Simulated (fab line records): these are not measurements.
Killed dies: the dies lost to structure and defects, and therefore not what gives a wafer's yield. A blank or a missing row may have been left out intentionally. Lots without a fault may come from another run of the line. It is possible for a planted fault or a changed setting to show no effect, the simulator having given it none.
Matching of chambers | flow rit_cmos | RIT_GATE_ETCH_19 on rie_si-02 has 4 sister chambers
The step etches poly-Si in SF6/CHF3/O2, stops on SiO2, time 165 s, target depth 312.5 nm. 7 wafers are shown with their chamber, then 7 later ones without.

WAFERS WITH THEIR CHAMBER
wafer  | chamber | throttle_valve_pct (%) | oes_product_au (a.u.)
L612.6 | 1       | 10.25                  | 0.838
L614.4 | 2       | 10.39                  | 0.842
L618.1 | 0       | 10.35                  | 0.870
L618.3 | 3       | 10.51                  | 0.854
L618.6 | 2       | 10.41                  | 0.854
L622.3 | 0       | 10.33                  | 0.854
L622.4 | 3       | 10.52                  | 0.862

WAFERS WITHOUT THEIR CHAMBER
wafer  | throttle_valve_pct (%) | oes_product_au (a.u.)
L622.6 | 10.40                  | 0.844
L624.2 | 10.25                  | 0.845
L624.3 | 10.39                  | 0.830
L624.5 | 10.50                  | 0.851
L632.2 | 10.25                  | 0.859
L632.3 | 10.53                  | 0.852
L632.6 | 10.35                  | 0.854

WHICH CHAMBER EACH ONE RAN IN
wafer  | from the rows above | in truth
L622.6 | 2                   | 2
L624.2 | 1                   | 1
L624.3 | 2                   | 2
L624.5 | 3                   | 3
L632.2 | 1                   | 1
L632.3 | 3                   | 3
L632.6 | 0                   | 0
Correct placement for 7 of the 7. Left unplaced by these rows: 0. Number placed wrongly: 0.
How it was worked out, from the rows above alone: a wafer's distance from a chamber is the root of the sum, over the readings, of the square of ((its reading less the chamber's mean) divided by the reading's scatter). The wafer belongs to the nearest chamber; if the next one is less than 2 further off, it can't be placed. The mean given for a chamber averages the wafers shown for that chamber. The scatter: take each reading less its chamber's mean, square it, sum over the shown wafers, divide by the number of wafers less the number of chambers, and take the root.
